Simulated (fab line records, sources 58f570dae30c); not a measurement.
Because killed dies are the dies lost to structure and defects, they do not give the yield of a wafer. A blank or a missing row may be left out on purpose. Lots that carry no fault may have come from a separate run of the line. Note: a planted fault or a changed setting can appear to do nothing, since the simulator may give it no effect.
Which tool is to blame? ; flow berkeley cmos170 ; 14 lots, 42 wafers sampled, at 6 steps of a route of 331

WHAT EACH GAUGE READ, for each wafer
UCB170_NWELL_THK_MEAS_05.
lot;measured;on;NWELL_NITRIDE_THK (nm)
L221;day 2 09:33;film metro-01;224.8 223.8 224.5
L223;day 3 04:43;film metro-02;226.0 225.3 225.4
L225;day 3 09:58;film metro-02;219.3 220.9 222.5
L226;day 3 17:02;film metro-04;222.4 224.4 224.7
L227;day 3 18:59;film metro-04;219.9 220.0 219.3
L228;day 3 19:00;film metro-01;223.7 223.7 222.4
L229;day 4 03:02;film metro-01;224.9 221.5 221.1
L230;day 4 09:25;film metro-01;223.3 221.3 223.3
L231;day 4 12:20;film metro-02;222.9 221.5 221.2
L232;day 4 21:04;film metro-04;222.2 223.7 223.4
L234;day 4 21:05;film metro-01;220.6 220.1 220.3
L241;day 6 14:38;film metro-02;223.4 224.2 222.7
L244;day 7 01:22;film metro-02;222.5 224.2 225.9
L243;day 7 01:23;film metro-01;219.9 221.2 222.4

UCB170_SDANNEAL_RS_MEAS_02: measures by four-point-probe.
lot;measured;on;PSD_RS (ohm/sq)
L221;day 7 20:17;film metro-02;76.15 76.11 75.84
L223;day 9 01:11;film metro-02;75.21 75.38 75.30
L225;day 9 00:32;film metro-02;75.55 75.35 75.55
L226;day 9 01:04;film metro-03;75.53 75.14 75.27
L227;day 9 01:40;film metro-02;75.69 75.90 75.75
L228;day 9 01:23;film metro-01;75.96 75.83 75.96
L229;day 9 11:38;film metro-03;75.43 75.29 75.37
L230;day 10 10:43;film metro-02;105.10 105.15 104.57
L231;day 10 05:50;film metro-01;75.93 75.54 75.57
L232;day 10 10:22;film metro-03;75.20 75.31 75.44
L234;day 10 11:14;film metro-02;104.82 105.15 104.94
L241;day 11 20:02;film metro-01;76.06 76.12 75.88
L244;day 13 01:07;film metro-01;75.79 75.65 75.52
L243;day 12 16:55;film metro-01;75.84 75.92 75.90

UCB170_SDANNEAL_RS_MEAS_03: measures by four-point-probe.
lot;measured;on;NSD_RS (ohm/sq)
L221;day 7 20:25;film metro-02;37.31 37.25 37.24
L223;day 9 01:18;film metro-02;37.30 37.40 37.23
L225;day 9 00:39;film metro-02;37.12 37.14 37.18
L226;day 9 01:11;film metro-03;37.32 37.29 37.27
L227;day 9 01:47;film metro-02;37.20 37.24 37.22
L228;day 9 01:30;film metro-01;37.27 37.22 37.26
L229;day 9 11:45;film metro-03;37.18 37.27 37.18
L230;day 10 10:50;film metro-02;40.59 40.72 40.57
L231;day 10 05:58;film metro-01;37.31 37.34 37.35
L232;day 10 10:29;film metro-03;37.21 37.24 37.29
L234;day 10 11:21;film metro-02;40.62 40.58 40.60
L241;day 11 20:10;film metro-01;37.45 37.36 37.36
L244;day 13 01:14;film metro-01;37.39 37.38 37.39
L243;day 12 17:02;film metro-01;37.33 37.27 37.40

UCB170_SDANNEAL_RS_MEAS_04: measures by four-point-probe.
lot;measured;on;PLDD_RS (ohm/sq)
L221;day 7 20:32;film metro-02;1031.1 1031.4 1027.9
L223;day 9 01:25;film metro-02;1028.3 1030.2 1023.9
L225;day 9 00:46;film metro-02;1031.9 1030.3 1029.7
L226;day 9 01:19;film metro-03;1030.6 1034.6 1029.0
L227;day 9 01:54;film metro-02;1035.3 1033.4 1032.6
L228;day 9 01:37;film metro-01;1032.6 1037.7 1035.2
L229;day 9 11:52;film metro-03;1030.8 1030.8 1027.8
L230;day 10 10:57;film metro-02;1045.7 1043.8 1043.1
L231;day 10 06:05;film metro-01;1032.8 1032.4 1032.8
L232;day 10 10:37;film metro-03;1029.2 1031.3 1027.9
L234;day 10 11:28;film metro-02;1047.5 1051.9 1051.1
L241;day 11 20:17;film metro-01;1029.5 1032.2 1029.9
L244;day 13 01:21;film metro-01;1032.2 1031.7 1032.1
L243;day 12 17:10;film metro-01;1036.0 1037.1 1038.6

WHAT TOOL EACH LOT RAN ON (gives the tool, then ch and the chambers of the sampled wafers, and finally the start)
lot;UCB170_BACKSIDE_STRIP_03;UCB170_SDANNEAL_RTA_01
L221;plasma asher-01 ch 0,1, day 7 19:41;rtp anneal-01 ch 0, day 7 20:10
L223;plasma asher-04 ch 0,1, day 9 00:42;rtp anneal-02 ch 0, day 9 01:03
L225;plasma asher-01 ch 0,1, day 9 00:07;rtp anneal-01 ch 0, day 9 00:28
L226;plasma asher-01 ch 0,1, day 9 00:39;rtp anneal-01 ch 0, day 9 01:00
L227;plasma asher-01 ch 0,1, day 9 01:11;rtp anneal-01 ch 0, day 9 01:34
L228;plasma asher-02 ch 0, day 9 00:56;rtp anneal-01 ch 0, day 9 01:19
L229;plasma asher-02 ch 0,1, day 9 11:13;rtp anneal-02 ch 0, day 9 11:34
L230;plasma asher-01 ch 0,1, day 10 10:19;rtp anneal-01 ch 0, day 10 10:39
L231;plasma asher-02 ch 1, day 10 05:25;rtp anneal-01 ch 0, day 10 05:46
L232;plasma asher-02 ch 0,1, day 10 09:53;rtp anneal-02 ch 0, day 10 10:19
L234;plasma asher-02 ch 0,1, day 10 10:34;rtp anneal-01 ch 0, day 10 11:01
L241;plasma asher-02 ch 0,1, day 11 19:37;rtp anneal-02 ch 0, day 11 19:57
L244;plasma asher-04 ch 0,1, day 13 00:43;rtp anneal-02 ch 0, day 13 01:03
L243;plasma asher-04 ch 0,1, day 12 16:30;rtp anneal-02 ch 0, day 12 16:51
- UCB170_BACKSIDE_STRIP_03: strips in O2.
- UCB170_SDANNEAL_RTA_01: time 5 s.

AS READ BY THE TOOLS THEMSELVES (means over the sampled wafers that have a number; for cases with no such wafer, the mark the record gives instead)
UCB170_BACKSIDE_STRIP_03.
lot;tool;drypump motor current A (A);oes product au (a.u.);strip time to endpoint s (s)
L221;plasma asher-01;5.4;0.733;21.97
L223;plasma asher-04;5.5;0.735;21.96
L225;plasma asher-01;5.2;0.731;22.00
L226;plasma asher-01;5.4;0.734;22.10
L227;plasma asher-01;5.4;0.737;22.05
L228;plasma asher-02;6.5;0.734;21.95
L229;plasma asher-02;5.4;0.737;22.00
L230;plasma asher-01;5.2;0.736;21.99
L231;plasma asher-02;4.9;0.735;21.90
L232;plasma asher-02;5.4;0.734;22.07
L234;plasma asher-02;5.4;0.730;22.00
L241;plasma asher-02;6.0;0.734;22.07
L244;plasma asher-04;5.4;0.739;21.93
L243;plasma asher-04;5.4;0.732;22.03

UCB170_SDANNEAL_RTA_01.
lot;tool;lamp power pct (%);wafer_temp_C_max
L221;rtp anneal-01;43.5;1055.7
L223;rtp anneal-02;40.1;1054.6
L225;rtp anneal-01;43.5;1055.1
L226;rtp anneal-01;43.4;1054.8
L227;rtp anneal-01;43.4;1054.0
L228;rtp anneal-01;43.4;1053.5
L229;rtp anneal-02;40.1;1054.9
L230;rtp anneal-01;43.5;1054.9
L231;rtp anneal-01;43.4;1054.6
L232;rtp anneal-02;40.1;1054.4
L234;rtp anneal-01;43.5;1054.8
L241;rtp anneal-02;40.1;1054.5
L244;rtp anneal-02;40.1;1054.2
L243;rtp anneal-02;40.1;1054.7

THE ANSWER, worked out from the rows above alone
Rule: what is usual is taken from the lots themselves. Put in order of their means at a reading, lots are off if they are a third of the lots or fewer, leave a main group of 4 or more, and stand apart from it by a gap of 3 or more times the standard deviation of the main group's means; of several such gaps the widest counts. A main group is skipped when, at the precision printed for the reading in the tables above, its means are all equal. Also off: a lot with no number at a reading for which 4 or more lots have one. Any other lot the step has rows for is counted as sound. After the gauges, taken in route order, come the tools' own readings; for these a lot's mean is taken, as printed above. The first step at which some lot is off is used, and at that step the reading that is off furthest; a lot without a number counts as furthest.
Off: at UCB170_SDANNEAL_RS_MEAS_02 (PSD_RS), L230, L234. For the main group the mean is 75.65 ohm/sq and the standard deviation 0.27.
If a tool, at a process step before that reading, ran all the lots that are off and no sound lot after the first of them, it fits. Those tools and the gauges at UCB170_SDANNEAL_RS_MEAS_02 are tried in the same way. 2 tools fit, rtp anneal-01 at UCB170_SDANNEAL_RTA_01 and film metro-02 at UCB170_SDANNEAL_RS_MEAS_02, so this cannot tell which one it is.

WHAT THE SIMULATOR HAD INSERTED
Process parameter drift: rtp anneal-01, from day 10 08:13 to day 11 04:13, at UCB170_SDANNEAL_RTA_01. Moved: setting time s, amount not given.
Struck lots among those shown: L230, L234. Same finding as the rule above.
